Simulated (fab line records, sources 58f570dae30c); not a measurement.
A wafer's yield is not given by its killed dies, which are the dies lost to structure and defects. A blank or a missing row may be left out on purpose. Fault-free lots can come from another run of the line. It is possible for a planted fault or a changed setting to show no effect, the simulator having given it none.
2 desks, one fault :: flow berkeley_cmos170 :: each desk has only its own numbers; what lay behind them comes last

THE METROLOGY DESK
What the gauges read for every lot (on any tool): the sampled wafers with a number, averaged. A lot is out of limits, marked OUT, if its mean lies more than 4 standard deviations from the usual mean; the brackets give that distance.
Columns: A = SCREENOX_OXIDE_THK at UCB170_SCREENOX_THK_MEAS_02, usual 14.39 nm; B = M2_AL_RS at UCB170_M2_RS_MEAS_02, usual 0.0322 ohm/sq; C = M2_AL_THK at UCB170_M2_THK_MEAS_03, usual 903 nm
lot: L234
first seen here: day 6 06:36
A: 14.07
B: 0.0319
C: 906

lot: L233
first seen here: day 6 06:37
A: 14.04
B: 0.0320
C: 905

lot: L239
first seen here: day 7 11:14
A: 14.60
B: 0.0339 (+4.5) OUT
C: 861 (-4.2) OUT

lot: L242
first seen here: day 8 07:25
A: 14.36
B: 0.0335
C: 873

lot: L248
first seen here: day 9 16:49
A: 14.36
B: 0.0323
C: 894

lot: L252
first seen here: day 10 01:10
A: 14.38
B: 0.0326
C: 898

lot: L250
first seen here: day 10 01:14
A: 14.48
B: 0.0325
C: 895

lot: L253
first seen here: day 10 08:40
A: 14.63
B: 0.0319
C: 913

lot: L256
first seen here: day 11 06:41
A: 14.47
B: 0.0324
C: 902

lot: L255
first seen here: day 11 06:43
A: 14.47
B: 0.0320
C: 904
Per this desk, out of limits: L239; the first was L239, day 10 02:33 (M2_AL_RS at UCB170_M2_RS_MEAS_02). In limits: L234, L233, L242, L248, L252, L250, L253, L256, L255.

FOR THE TOOL OWNER'S DESK: pvd_sputter-03
The tool's own readings at UCB170_M2_SPUTTER_01 (material Al, target thk 900 nm, time 120 s): means of the sampled wafers that have a number, for each lot that ran on this tool. A lot is out of limits, marked OUT, if its mean lies more than 4 standard deviations from the usual mean; the brackets give that distance.
Columns: A = throttle_valve_pct at UCB170_M2_SPUTTER_01, usual 30.2 %
lot: L234
first seen here: day 8 23:14
A: 30.2

lot: L239
first seen here: day 10 02:28
A: 30.0

lot: L242
first seen here: day 10 11:20
A: 30.5

lot: L255
first seen here: day 14 01:16
A: 30.2

lot: L256
first seen here: day 14 01:54
A: 30.0
This desk found nothing out of limits on any of the 5 lots.

PUT TOGETHER
The metrology desk could have raised an alarm at day 10 02:33, on L239.
The tool owner's desk saw nothing out of limits.
The tool owner's desk has L239 on record, within its limits.
The lots listed all ran UCB170_M2_SPUTTER_01 on pvd_sputter-03.

WHAT THE SIMULATOR HAD INSERTED
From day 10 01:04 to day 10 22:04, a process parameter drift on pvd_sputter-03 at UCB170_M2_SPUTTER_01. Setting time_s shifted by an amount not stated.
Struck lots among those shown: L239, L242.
Per desk, hours elapsed from the start of the fault to the first reading out of limits: for the metrology desk, 1.
